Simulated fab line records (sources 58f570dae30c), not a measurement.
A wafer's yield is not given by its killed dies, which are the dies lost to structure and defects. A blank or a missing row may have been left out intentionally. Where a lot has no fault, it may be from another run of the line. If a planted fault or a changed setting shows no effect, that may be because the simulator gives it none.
fab line records    flow berkeleyCmos170    part 2 of 2: steps 25 to 34 of 34
record: lots: 5  wafers: 15  lastDay: 11
route steps=331 shown CONTACT@226 M1@238 V1@254
lots with no fault: from the same line, run without faults
startH: hours from the record's first day to the start of the lot's first wafer shown    waitH: hours from the lot's prior step to this one    " as in the row above    L1.1+2: a single row standing in for several wafers    - either no value or no given start    * or withheld: withheld    < > ~ a bound
route shown NAME@n: NAME is a module with steps in the file, n the number in the route of the first one    usual: mean and standard deviation over wafers with no fault    same: alike in all rows    chamber/n: place in a boat    sites: each site's reading    _std_site: their standard deviation    _edge_site: outer sites' mean less inner sites'    radiusMm: how far each site lies from the wafer's centre    mask NAME#n: copy n    behind: tool/chamber where the wafer was last shaped    hold: cause of the lot's hold/its duration in hours/its outcome    device: the n, p or np transistor that did not switch    end of line: at the end of the route, the tests of the same wafers    a step without rows: its recipe alone    killed: the dies lost at the first sort to structure and to defects; this is not the yield of the wafer    map: the dies of a wafer, with x for killed, . for not killed, _ for no die there
set.NAME: the setting the step ran with; set.NAME@STEP: the setting that earlier step ran with    model.NAME: the simulator's own value behind a step, which no gauge read
lots seen at some steps along the route; tables by step, rows by wafer
services: from which hour (startH, from the record's first day; less than 0 if before it) a tool's chamber was out of use, for how many hours, and why
== steps ==
step: UCB170_M1_METAL_ETCH_12
recipe: chemistry: Cl2/BCl3  target: Al  stopOn: PSG  pressureMtorr: 12.53  targetDepthA: 7800  overEtchFrac: 0.3  timeS: 130  icpW: 600  biasW: 120  Cl2_flow_sccm: 90  bcl3FlowSccm: 45
usual: bcl3FlowSccm: 45.00/0.14  drypumpMotorCurrentA: 5.5/0.5  oesProductAu: 0.860/0.017  throttleValvePct: 24.07/0.13
lot.wafer  tool         chamber  startH  waitH  bcl3FlowSccm  drypumpMotorCurrentA  oesProductAu  rfHoursCounterH  throttleValvePct
L074.2     rieMetal-04  1        142.14  -      45.25         5.4                   0.870         7.9              24.04
L074.4     "            0        "       "      45.16         4.8                   0.856         -                24.18
L074.6     "            1        "       "      45.01         5.4                   0.878         -                24.03
L080.1     rieMetal-01  0        179.06  -      45.23         6.1                   0.844         9.8              24.12
L080.3     "            0        "       "      45.22         6.1                   0.847         -                24.12
L080.5     "            0        "       "      44.87         6.1                   0.848         -                24.11
L087.2     rieMetal-01  0        209.46  -      44.82         6.1                   0.870         10.5             24.12
L087.3     "            1        "       "      45.21         5.9                   0.882         -                24.19
L087.4     "            0        "       "      45.20         6.1                   0.854         -                24.11
L086.2     rieMetal-01  1        211.38  -      45.10         5.9                   0.882         11.1             24.17
L086.5     "            1        "       "      45.18         6.0                   0.898         -                24.17
L086.6     "            0        "       "      45.22         6.1                   0.853         -                24.09
L090.1     rieMetal-04  0        235.48  -      45.10         4.8                   0.844         8.5              24.15
L090.3     "            0        "       "      45.02         4.9                   0.857         -                24.17
L090.6     "            0        "       "      45.02         4.9                   0.859         -                24.16
step: UCB170_M1_STRIP_13
recipe: chemistry: O2  powerW: 400  pressureMtorr: 3500  platenTempC: withheld  o2FlowSccm: 400  overashFraction: 0.5
usual: drypumpMotorCurrentA: 5.6/0.53  oesProductAu: 0.721/0.0045
lot.wafer  tool            chamber  startH  waitH  drypumpMotorCurrentA  oesProductAu  rfHoursCounterH
L074.2     plasmaAsher-02  1        142.27  0.1    4.8                   0.723         40
L074.4     "               1        "       "      4.8                   0.725         -
L074.6     "               1        "       "      4.8                   0.725         -
L080.1     plasmaAsher-01  0        179.20  0.1    6.1                   0.720         6
L080.3     "               0        "       "      6.2                   0.727         -
L080.5     "               1        "       "      5.9                   0.720         -
L087.2     plasmaAsher-02  1        209.60  0.1    4.8                   0.727         48
L087.3     "               1        "       "      4.8                   0.717         -
L087.4     "               0        "       "      6.2                   0.725         -
L086.2     plasmaAsher-01  1        211.51  0.1    5.9                   0.719         10
L086.5     "               0        "       "      6.1                   0.722         -
L086.6     "               1        "       "      5.9                   0.715         -
L090.1     plasmaAsher-03  1        235.62  0.1    5.3                   0.719         51
L090.3     "               0        "       "      5.7                   0.721         -
L090.6     "               1        "       "      5.2                   0.718         -
step: UCB170_M1_CD_MEAS_90
recipe: targetCdNm: 700
usual: cdNm: 699.1/2.2
lot.wafer  tool      chamber  startH  waitH  cdNm
L074.2     cdSem-01  -        142.39  0.1    699.3
L074.4     "         -        "       "      696.4
L074.6     "         -        "       "      700.4
L080.1     cdSem-01  -        179.30  0.1    698.5
L080.3     "         -        "       "      700.3
L080.5     "         -        "       "      696.8
L087.2     cdSem-02  -        209.72  0.1    699.9
L087.3     "         -        "       "      702.0
L087.4     "         -        "       "      702.0
L086.2     cdSem-01  -        211.63  0.1    700.9
L086.5     "         -        "       "      699.9
L086.6     "         -        "       "      699.3
L090.1     cdSem-01  -        235.72  0.1    698.7
L090.3     "         -        "       "      698.5
L090.6     "         -        "       "      697.8
step: UCB170_M1_ANNEAL_14
recipe: tempC: 400  timeS: 1200  ambient: formingGas
usual: spikeTcLoadC: 416.5/1.3  tubeCenterTempC: 400/0.033
lot.wafer  tool  chamber  startH  waitH  spikeTcLoadC  tubeCenterTempC
L074.2     -     -        144.61  2.2    416.0         399.99
L074.4     "     -        "       "      415.9         400.06
L074.6     "     -        "       "      416.1         399.99
L080.1     -     -        183.23  3.9    416.7         400
L080.3     "     -        "       "      417.0         400
L080.5     "     -        "       "      417.9         400.05
L087.2     -     -        211.03  1.3    415.7         399.98
L087.3     "     -        "       "      418.0         400.02
L087.4     "     -        "       "      416.5         399.98
L086.2     -     -        212.58  0.9    419.2         400.02
L086.5     "     -        "       "      418.1         400
L086.6     "     -        "       "      417.2         400.01
L090.1     -     -        239.46  3.7    417.2         399.95
L090.3     "     -        "       "      414.7         399.97
L090.6     "     -        "       "      416.8         400.01
step: UCB170_V1_CVD_00
recipe: material: SiO2  targetThkNm: 2000  tempC: 390  precursor: TEOS/O2  timeS: 250  rfW: 550  pressureMtorr: 9000
usual: heaterPowerW: 246/65
lot.wafer  tool      chamber  startH  waitH  heaterPowerW  sinceWetCleanH
L074.2     pecvd-01  1        145.95  0.0    254           331
L074.4     "         2        "       "      220           -
L074.6     "         0        "       "      238           -
L080.1     pecvd-03  2        184.56  0.0    225           35
L080.3     "         0        "       "      235           35
L080.5     "         2        "       "      281           -
L087.2     pecvd-03  1        212.36  0.0    233           63
L087.3     "         0        "       "      277           63
L087.4     "         1        "       "      302           -
L086.2     pecvd-02  0        213.91  0.0    219           292
L086.5     "         2        "       "      290           -
L086.6     "         1        "       "      103           -
L090.1     pecvd-01  2        240.79  0.0    298           426
L090.3     "         0        "       "      333           426
L090.6     "         1        "       "      183           -
step: UCB170_V1_THK_MEAS_01
recipe: reads: SiO2_of_V1_CVD_00
usual: V1_TEOS_THK: 2017/28
lot.wafer  tool          chamber  startH  waitH  V1_TEOS_THK[nm]
L074.2     filmMetro-03  -        146.11  0.1    2028
L074.4     "             -        "       "      2069
L074.6     "             -        "       "      2069
L080.1     filmMetro-03  -        184.72  0.1    2001
L080.3     "             -        "       "      1984
L080.5     "             -        "       "      2009
L087.2     filmMetro-04  -        212.53  0.1    2048
L087.3     "             -        "       "      2018
L087.4     "             -        "       "      2087
L086.2     filmMetro-04  -        214.08  0.1    1994
L086.5     "             -        "       "      2043
L086.6     "             -        "       "      2032
L090.1     filmMetro-03  -        240.95  0.1    2027
L090.3     "             -        "       "      2025
L090.6     "             -        "       "      2079
step: UCB170_V1_CMP_02
recipe: material: SiO2  downForcePsi: 6  platenRpm: 60  padVelocityMS: 0.75398
usual: motorCurrentA: 15.5/1.7
lot.wafer  tool    chamber  startH  waitH  motorCurrentA
L074.2     cmp-02  1        146.26  0.1    15.2
L074.4     "       2        "       "      14.0
L074.6     "       0        "       "      15.0
L080.1     cmp-01  3        184.78  0.1    16.5
L080.3     "       1        "       "      18.7
L080.5     "       3        "       "      16.3
L087.4     cmp-02  0        212.58  0.0    15.7
L087.2     "       1        "       "      15.1
L087.3     "       3        "       "      13.2
L086.2     cmp-02  0        214.18  0.1    14.9
L086.6     "       3        "       "      13.3
L086.5     "       0        "       "      15.4
L090.3     cmp-02  0        241.06  0.1    15.8
L090.1     "       1        "       "      15.9
L090.6     "       3        "       "      13.2
step: UCB170_V1_BOW_MEAS_03
recipe: mode: bow
usual: V1_BOW: 18/7.7
lot.wafer  tool          chamber  startH  waitH  V1_BOW[um]
L074.2     filmMetro-04  -        146.48  0.2    15
L074.4     "             -        "       "      27
L074.6     "             -        "       "      15
L080.1     filmMetro-04  -        185.08  0.2    8
L080.3     "             -        "       "      28
L080.5     "             -        "       "      19
L087.2     filmMetro-02  -        212.90  0.2    24
L087.3     "             -        "       "      22
L087.4     "             -        "       "      9
L086.2     filmMetro-03  -        214.45  0.2    22
L086.5     "             -        "       "      28
L086.6     "             -        "       "      11
L090.1     filmMetro-02  -        241.31  0.1    11
L090.3     "             -        "       "      23
L090.6     "             -        "       "      13
step: UCB170_V1_THK_MEAS_04
recipe: reads: SiO2_of_V1_CVD_00
usual: V1_POLISHED_THK: 1000.3/1.2
lot.wafer  tool          chamber  startH  waitH  V1_POLISHED_THK[nm]
L074.2     filmMetro-04  -        146.59  0.1    998.8
L074.4     "             -        "       "      1001.9
L074.6     "             -        "       "      1001.9
L080.1     filmMetro-04  -        185.20  0.1    1001.9
L080.3     "             -        "       "      1000.3
L080.5     "             -        "       "      1000.4
L087.2     filmMetro-02  -        213.01  0.1    999.1
L087.3     "             -        "       "      999.9
L087.4     "             -        "       "      999.9
L086.2     filmMetro-03  -        214.56  0.1    999.9
L086.5     "             -        "       "      1001.6
L086.6     "             -        "       "      1000.5
L090.1     filmMetro-02  -        241.43  0.1    999.6
L090.3     "             -        "       "      1000.1
L090.6     "             -        "       "      999.6
step: UCB170_V1_CLEAN_05
recipe: chemistry: DIW
lot.wafer   tool         chamber  startH  waitH
L074.2+4+6  wetBench-02  1        146.81  0.2
L080.1+3+5  wetBench-03  0        185.26  0.1
L087.2+3+4  wetBench-04  2        213.32  0.3
L086.2+5+6  wetBench-02  1        215.20  0.6
L090.1+3+6  wetBench-03  1        241.49  0.1
== services ==
tool           chamber  startH  hours  kind
krfScanner-02  -        121.58  0.8    pm
rieDiel-03     -        123.93  0.1    repair
pecvd-01       -        131.98  0.9    repair
rieDiel-02     3        139.52  23.4   repair
cmp-02         -        140.33  1.7    repair
rieDiel-04     3        158.19  18.2   repair
furnace-04     -        159.33  3.6    pm
furnace-04     -        170.88  2.7    pm
krfScanner-01  -        171.97  2.3    repair
furnace-04     -        173.57  3.4    pm
rieDiel-04     -        187.80  0.7    repair
krfScanner-02  -        189.88  1.3    pm
rieDiel-04     -        199.68  0.9    repair
krfScanner-02  -        202.02  0.4    repair
krfScanner-01  -        205.79  1.3    pm
rieDiel-02     2        209.47  12.5   repair
krfScanner-01  -        211.16  0.8    pm
rieMetal-01    -        213.36  0.3    repair
krfScanner-01  -        214.82  3.0    pm
rieDiel-03     3        218.88  24.4   repair
rieDiel-04     0        227.33  10.2   repair
krfScanner-01  -        227.91  1.0    pm
krfScanner-02  -        230.16  0.7    repair
rieMetal-01    -        235.56  3.6    repair
